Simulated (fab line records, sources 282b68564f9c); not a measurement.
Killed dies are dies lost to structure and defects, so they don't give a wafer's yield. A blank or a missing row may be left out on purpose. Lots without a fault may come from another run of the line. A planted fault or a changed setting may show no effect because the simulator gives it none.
fab line records | flow rit_cmos
record lots=5 wafers=15 last_day=7
route steps=202 shown NRETRO@57 PRETRO@64
lots that met no fault: from a run of the same line without faults
start_h: hours from the record's first day to the start of the lot's first wafer shown | wait_h: hours since the lot's step before | " the same as in the row above | L1.1+2: a row that stands for several wafers | - no value, or no start given | * or withheld: withheld | < > ~ a bound
route shown NAME@n: a module of which the file shows steps, and the number in the route of the first | usual: mean/standard deviation of fault-free wafers | same: alike in all rows | chamber/n: place in a boat | sites: the reading at each site | _std_site: their standard deviation | _edge_site: outer sites' mean less inner sites' | radius_mm: how far each site lies from the wafer's centre | mask NAME#n: copy n | behind: the tool/chamber that last shaped the wafer | hold: why the lot was held/for how many hours/how that ended | device: the transistor (n, p or np) that didn't switch | end of line: the same wafers' tests at the end of the route | a step without rows: its recipe alone | killed: dies lost to structure and defects at the first sort, not the wafer's yield | map: a wafer's dies, x killed, . not, _ none there
set.NAME: the setting as run; set.NAME@STEP: as run at that earlier step | model.NAME: the simulator's own value behind a step, which no gauge read
lots at some steps of the route; a table a step, a row a wafer
services: from which hour (start_h, from the record's first day; less than 0 if before it) a tool's chamber was out of use, for how many hours, and why
## steps
# step RIT_NRETRO_PEB_04
# recipe resist=NOVOLAK temp_c=withheld time_s=withheld
# columns lot.wafer tool chamber start_h wait_h
L076.3+5+6 litho_track-02 0 42.41 0.1
L091.3+4+5 litho_track-02 0 115.03 0.1
L095.3+5+6 litho_track-04 0 134.71 0.2
L096.1+3+6 litho_track-02 0 140.49 0.1
L097.2+3+5 litho_track-02 0 146.52 0.1
# step RIT_NRETRO_DEVELOP_05
# recipe resist=NOVOLAK develop_time_s=68 dev_temp_c=23
# columns lot.wafer tool chamber start_h wait_h
L076.3+5+6 litho_track-02 0 - -
L091.3+4+5 litho_track-02 0 - -
L095.3+5+6 litho_track-04 0 - -
L096.1+3+6 litho_track-02 0 - -
L097.2+3+5 litho_track-02 0 - -
# step RIT_NRETRO_OVL_MEAS_06
# usual NRETRO_OVL=-1.0/1.4
# columns lot.wafer tool chamber start_h wait_h NRETRO_OVL[nm]
L076.3 overlay-02 - 42.68 - -2.8
L076.5 " - " " 0.3
L076.6 " - " " -2.3
L091.3 overlay-01 - 115.31 - -1.3
L091.4 " - " " -0.1
L091.5 " - " " -0.9
L095.3 overlay-01 - 134.99 - 0.8
L095.5 " - " " 0.4
L095.6 " - " " 0.3
L096.1 overlay-02 - 140.80 - -1.8
L096.3 " - " " -4.2
L096.6 " - " " -1.4
L097.2 overlay-01 - 146.82 - -1.9
L097.3 " - " " -1.3
L097.5 " - " " -0.1
# step RIT_NRETRO_HARDBAKE_07
# recipe resist=NOVOLAK temp_c=140 time_s=120
# usual heater_power_total_W=52.02/0.057
# columns lot.wafer tool chamber start_h wait_h heater_power_total_W
L076.3 litho_track-02 0 42.79 0.1 52.08
L076.5 " 0 " " 51.94
L076.6 " 0 " " 52.04
L091.3 litho_track-01 0 115.54 0.2 52.15
L091.4 " 0 " " 52.01
L091.5 " 0 " " 52.04
L095.3 litho_track-02 0 135.13 0.1 52.04
L095.5 " 0 " " 52.10
L095.6 " 0 " " 51.93
L096.1 litho_track-01 0 140.84 0.0 52.09
L096.3 " 0 " " 51.99
L096.6 " 0 " " 51.94
L097.2 litho_track-01 0 146.89 0.1 52.07
L097.3 " 0 " " 51.94
L097.5 " 0 " " 52.01
# step RIT_NRETRO_IMPLANT_08
# recipe species=P energy_kev=70 dose_cm2=1e+13 tilt_deg=7
# usual beam_on_s=10.02/0.19 dose_ions_cm2=1e+13/8.9e+09
# columns lot.wafer tool chamber start_h wait_h beam_on_s dose_ions_cm2
L076.3 implanter-02 0 43.01 0.2 10.08 9.996e+12
L076.5 " 0 " " 10.02 1.0004e+13
L076.6 " 0 " " 9.46 1.0015e+13
L091.3 implanter-01 0 115.75 0.2 10.13 1.001e+13
L091.4 " 0 " " 9.78 1.0002e+13
L091.5 " 0 " " 10.19 9.999e+12
L095.3 implanter-04 0 135.35 0.2 9.93 1.0015e+13
L095.5 " 0 " " 9.99 1e+13
L095.6 " 0 " " 10.07 1.0008e+13
L096.1 implanter-01 0 141.09 0.2 9.92 9.998e+12
L096.3 " 0 " " 10.34 9.998e+12
L096.6 " 0 " " 10.19 1.0002e+13
L097.2 implanter-02 0 147.12 0.2 10.17 1.0004e+13
L097.3 " 0 " " 10.21 1.0001e+13
L097.5 " 0 " " 10.38 1.0007e+13
# step RIT_NRETRO_STRIP_09
# recipe chemistry=O2 time_s=180 resist=NOVOLAK platen_temp_c=withheld power_w=500 pressure_mtorr=4000 o2_flow_sccm=4000
# usual drypump_motor_current_A=5.4/0.44 rf_refl_power_W=8.2/1.4
# columns lot.wafer tool chamber start_h wait_h drypump_motor_current_A rf_hours_counter_h rf_refl_power_W
L076.3 plasma_asher-03 1 43.17 0.1 6.1 - 9.2
L076.5 " 1 " " 6.1 - 9.0
L076.6 " 0 " " 5.2 - 6.3
L091.3 plasma_asher-02 0 115.91 0.1 5.3 - 6.8
L091.4 " 1 " " 5.1 - 8.3
L091.5 " 1 " " 5.1 - 8.6
L095.3 plasma_asher-02 0 135.51 0.1 5.3 - 6.8
L095.5 " 0 " " 5.3 - 6.8
L095.6 " 1 " " 5.1 - 8.3
L096.1 plasma_asher-03 1 141.24 0.1 6.1 2 9.2
L096.3 " 1 " " 6.1 - 8.9
L096.6 " 1 " " 6.1 - 9.3
L097.2 plasma_asher-01 1 147.25 0.1 4.8 48 9.9
L097.3 " 1 " " 4.8 - 9.8
L097.5 " 1 " " 4.8 - 10.0
# step RIT_NRETRO_TW_MEAS_10
# usual NRETRO_TW=1051/4.2
# columns lot.wafer tool chamber start_h wait_h NRETRO_TW
L076.3 film_metro-02 - 43.30 0.1 1055
L076.5 " - " " 1060
L076.6 " - " " 1053
L091.3 film_metro-02 - 116.05 0.1 1048
L091.4 " - " " 1047
L091.5 " - " " 1048
L095.3 film_metro-01 - 135.64 0.1 1053
L095.5 " - " " 1053
L095.6 " - " " 1056
L096.1 film_metro-02 - 141.41 0.1 1044
L096.3 " - " " 1041
L096.6 " - " " 1041
L097.2 film_metro-01 - 147.43 0.1 1054
L097.3 " - " " 1054
L097.5 " - " " 1048
# step RIT_PRETRO_HMDS_00
# recipe prime_time_s=60 prime_temp_c=140
# columns lot.wafer tool chamber start_h wait_h
L076.3+5+6 litho_track-02 0 43.39 0.1
L091.3+4+5 litho_track-03 0 116.14 0.1
L095.3+5+6 litho_track-03 0 135.73 0.1
L096.1+3+6 litho_track-02 0 141.47 0.1
L097.2+3+5 litho_track-01 0 147.51 0.1
# step RIT_PRETRO_COAT_01
# recipe resist=NOVOLAK spin_rpm=2000 resist_thk_nm=1300
# columns lot.wafer tool chamber start_h wait_h
L076.3+5+6 litho_track-02 0 43.54 0.1
L091.3+4+5 litho_track-03 0 116.29 0.1
L095.3+5+6 litho_track-03 0 135.88 0.1
L096.1+3+6 litho_track-02 0 141.62 0.1
L097.2+3+5 litho_track-01 0 147.66 0.1
# step RIT_PRETRO_SOFTBAKE_02
# recipe resist=NOVOLAK temp_c=90 time_s=60
# usual heater_power_total_W=34.56/0.049
# columns lot.wafer tool chamber start_h wait_h heater_power_total_W
L076.3 litho_track-02 0 43.69 0.1 34.52
L076.5 " 0 " " 34.47
L076.6 " 0 " " 34.58
L091.3 litho_track-03 0 116.44 0.1 34.62
L091.4 " 0 " " 34.58
L091.5 " 0 " " 34.65
L095.3 litho_track-03 0 136.03 0.1 34.59
L095.5 " 0 " " 34.47
L095.6 " 0 " " 34.51
L096.1 litho_track-02 0 141.77 0.1 34.52
L096.3 " 0 " " 34.53
L096.6 " 0 " " 34.58
L097.2 litho_track-01 0 147.81 0.1 34.66
L097.3 " 0 " " 34.60
L097.5 " 0 " " 34.52
# step RIT_PRETRO_EXPOSE_03
# recipe mask_id=M5 na=0.57 target_cd_nm=43700 dose_mj=250
# columns lot.wafer tool chamber start_h wait_h mask
L076.3+5+6 iline_stepper-02 0 43.96 0.2 M5#0
L091.3+4+5 iline_stepper-01 0 116.70 0.2 M5#0
L095.3+5+6 iline_stepper-02 0 136.17 0.1 M5#0
L096.1+3+6 iline_stepper-02 0 141.92 0.1 M5#0
L097.2+3+5 iline_stepper-01 0 148.08 0.2 M5#0
# step RIT_PRETRO_PEB_04
# recipe resist=NOVOLAK temp_c=withheld time_s=withheld
# columns lot.wafer tool chamber start_h wait_h
L076.3+5+6 litho_track-01 0 44.08 0.1
L091.3+4+5 litho_track-02 0 116.83 0.1
L095.3+5+6 litho_track-03 0 136.30 0.1
L096.1+3+6 litho_track-02 0 142.04 0.1
L097.2+3+5 litho_track-01 0 148.24 0.1
# step RIT_PRETRO_DEVELOP_05
# recipe resist=NOVOLAK develop_time_s=68 dev_temp_c=23
# columns lot.wafer tool chamber start_h wait_h
L076.3+5+6 litho_track-01 0 - -
L091.3+4+5 litho_track-02 0 - -
L095.3+5+6 litho_track-03 0 - -
L096.1+3+6 litho_track-02 0 - -
L097.2+3+5 litho_track-01 0 - -
## services
# columns tool chamber start_h hours kind
iline_stepper-01 - 61.48 1.7 pm
implanter-02 - 64.13 5.5 pm
iline_stepper-01 0 71.56 - calibration
plasma_asher-03 - 86.96 2.8 repair
iline_stepper-02 - 95.08 4.4 pm
iline_stepper-01 - 106.96 4.4 pm
plasma_asher-03 - 108.75 9.0 pm
plasma_asher-03 0 108.75 9.0 vent_cycle
plasma_asher-03 1 108.75 9.0 vent_cycle
iline_stepper-02 - 115.69 1.7 pm
plasma_asher-03 0 117.75 - clean
plasma_asher-03 1 117.75 - clean
implanter-01 - 134.04 2.3 repair
## key
fault none
